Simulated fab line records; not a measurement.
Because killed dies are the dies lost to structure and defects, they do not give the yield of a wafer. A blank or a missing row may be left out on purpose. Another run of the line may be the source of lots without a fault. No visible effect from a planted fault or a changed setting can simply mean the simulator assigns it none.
The tool behind it: which one?	flow rit-cmos	14 lots, 42 wafers sampled, at 5 steps of a route of 202

== WHAT THE GAUGES SHOWED, per wafer ==
RIT_FOX1_THK_MEAS_01. Usual: FOX1_OXIDE_THK typically reads 352 nm, with standard deviation 6.6.
lot	measured	on	FOX1_OXIDE_THK (nm)	flag
L861	day 1 18:23	film-metro-01	366 360 361	
L862	day 1 21:49	film-metro-02	342 341 342	
L863	day 2 03:13	film-metro-01	369 363 363	
L864	day 2 09:03	film-metro-04	343 349 345	
L865	day 2 13:33	film-metro-01	350 357 352	
L866	day 2 18:47	film-metro-02	349 352 350	
L867	day 3 00:08	film-metro-01	343 347 344	
L870	day 3 14:44	film-metro-04	356 349 354	
L871	day 3 18:55	film-metro-02	354 356 350	
L872	day 3 23:53	film-metro-04	353 353 355	
L873	day 4 04:49	film-metro-04	355 352 354	
L875	day 4 16:43	film-metro-01	351 353 353	
L876	day 4 21:54	film-metro-01	359 361 361	
L883	day 6 06:59	film-metro-04	357 360 360	

RIT_CONTACT_CD_MEAS_08: the cd target is 1000 nm. Usual: cd-nm at 999.9 nm, with a standard deviation of 2.2.
lot	measured	on	cd-nm (nm)	flag
L861	day 3 04:38	cd-sem-02	998.8 999.2 1000.4	
L862	day 3 09:39	cd-sem-01	1002.9 1001.7 1000.8	
L863	day 3 15:04	cd-sem-02	996.2 998.3 995.2	
L864	day 3 18:39	cd-sem-02	999.1 1000.2 998.5	
L865	day 4 00:55	cd-sem-02	1000.1 999.5 997.8	
L866	day 4 07:59	cd-sem-02	1002.5 1002.3 1001.8	
L867	day 4 10:10	cd-sem-02	1004.5 1003.9 1002.9	
L870	day 5 06:34	cd-sem-01	998.1 1000.1 998.9	
L871	day 5 08:17	cd-sem-02	1000.5 1003.6 1001.5	
L872	day 5 11:36	cd-sem-02	997.6 997.8 997.5	
L873	day 5 16:37	cd-sem-01	999.1 998.2 996.2	
L875	day 6 08:33	cd-sem-01	999.3 1001.5 998.8	
L876	day 6 11:07	cd-sem-01	991.6 989.6 990.1	OFF
L883	day 7 17:36	cd-sem-01	988.7 989.5 992.7	OFF

RIT_CONTACT_OVL_MEAS_09. Usual: CONTACT_OVL typically reads 0.6 nm, with standard deviation 1.4.
lot	measured	on	CONTACT_OVL (nm)	flag
L861	day 3 04:44	overlay-02	2.4 2.3 -0.4	
L862	day 3 09:46	overlay-02	0.5 1.4 2.0	
L863	day 3 15:11	overlay-02	1.6 1.3 0.9	
L864	day 3 18:46	overlay-02	2.2 2.1 2.7	
L865	day 4 01:02	overlay-01	1.2 2.5 2.0	
L866	day 4 08:06	overlay-01	0.4 0.8 -0.8	
L867	day 4 10:17	overlay-01	-0.4 -1.4 0.0	
L870	day 5 06:41	overlay-02	-0.6 0.0 -0.8	
L871	day 5 08:24	overlay-02	0.0 1.5 1.0	
L872	day 5 11:43	overlay-01	0.3 1.8 1.4	
L873	day 5 16:44	overlay-01	2.0 1.3 0.8	
L875	day 6 08:40	overlay-01	0.6 1.0 0.1	
L876	day 6 11:13	overlay-02	-1.7 -1.6 -2.7	
L883	day 7 17:42	overlay-01	1.7 3.5 2.8	

RIT_M1_OVL_MEAS_10. Usual: M1_OVL typically reads 0.1 nm, with standard deviation 1.6.
lot	measured	on	M1_OVL (nm)	flag
L861	day 3 07:23	overlay-02	0.2 0.4 -0.3	
L862	day 3 12:29	overlay-01	2.2 3.1 2.9	
L863	day 3 17:47	overlay-02	0.9 2.5 0.3	
L864	day 3 21:28	overlay-01	-0.7 -3.5 -0.6	
L865	day 4 03:46	overlay-01	-0.1 1.1 -1.3	
L866	day 4 10:44	overlay-01	2.6 1.4 0.9	
L867	day 4 12:59	overlay-02	-1.4 0.7 -1.5	
L870	day 5 09:19	overlay-01	1.7 0.3 -2.0	
L871	day 5 11:04	overlay-02	0.3 -2.2 -1.7	
L872	day 5 14:17	overlay-02	-1.5 1.9 0.8	
L873	day 5 19:22	overlay-01	-1.0 -1.6 -0.8	
L875	day 6 11:19	overlay-01	1.4 2.6 1.7	
L876	day 6 13:44	overlay-01	2.8 2.7 1.3	
L883	day 7 20:12	overlay-02	0.4 -2.1 -1.8	

== EACH LOT AND THE TOOL THAT RAN IT (in order: tool; ch and the chambers of the sampled wafers; start) ==
lot	RIT_CONTACT_DEVELOP_07
L861	litho-track-02 ch 0, day 3 04:00
L862	litho-track-02 ch 0, day 3 09:00
L863	litho-track-03 ch 0, day 3 14:00
L864	litho-track-02 ch 0, day 3 18:00
L865	litho-track-03 ch 0, day 4 00:00
L866	litho-track-02 ch 0, day 4 07:00
L867	litho-track-01 ch 0, day 4 09:00
L870	litho-track-01 ch 0, day 5 06:00
L871	litho-track-02 ch 0, day 5 08:00
L872	litho-track-03 ch 0, day 5 11:00
L873	litho-track-02 ch 0, day 5 16:00
L875	litho-track-01 ch 0, day 6 08:00
L876	litho-track-02 ch 0, day 6 10:00
L883	litho-track-02 ch 0, day 7 17:00
- RIT_CONTACT_DEVELOP_07: develop time 120 s.

== WHAT THE TOOLS THEMSELVES READ (means of the sampled wafers that have a number; where no wafer has one, the mark that the record gives instead) ==
RIT_CONTACT_DEVELOP_07. Usual: resist-line-temp-C at 23.02 C, with a standard deviation of 0.12.
lot	tool	resist-line-temp-C (C)	flag
L861	litho-track-02	23.11	
L862	litho-track-02	23.15	
L863	litho-track-03	22.93	
L864	litho-track-02	22.89	
L865	litho-track-03	23.07	
L866	litho-track-02	22.95	
L867	litho-track-01	23.04	
L870	litho-track-01	22.94	
L871	litho-track-02	23.05	
L872	litho-track-03	23.07	
L873	litho-track-02	22.96	
L875	litho-track-01	22.99	
L876	litho-track-02	23.08	
L883	litho-track-02	23.11	

== THE ANSWER, worked out from the rows above alone ==
Rule: lot off if the mean of its wafers having a number is beyond 3 standard deviations from the usual mean. A lot without any number at a reading at which 4 lots or more have one is off too. The other lots that the step has rows for count as sound. Order of review: gauges by route order, followed by the tools' own readings, for which a lot's mean as printed above is used. At the first step where some lot is off, the reading lying furthest off is the one used; lots without a number count as furthest.
Off: L876, L883 (RIT_CONTACT_CD_MEAS_08, cd-nm).
If a tool, at a process step before that reading, ran all the lots that are off and no sound lot after the first of them, it fits. The gauges at RIT_CONTACT_CD_MEAS_08 are tried like those tools. Can't be told from this: 2 tools fit, litho-track-02 at RIT_CONTACT_DEVELOP_07, cd-sem-01 at RIT_CONTACT_CD_MEAS_08.

== WHAT WAS PUT IN BY THE SIMULATOR ==
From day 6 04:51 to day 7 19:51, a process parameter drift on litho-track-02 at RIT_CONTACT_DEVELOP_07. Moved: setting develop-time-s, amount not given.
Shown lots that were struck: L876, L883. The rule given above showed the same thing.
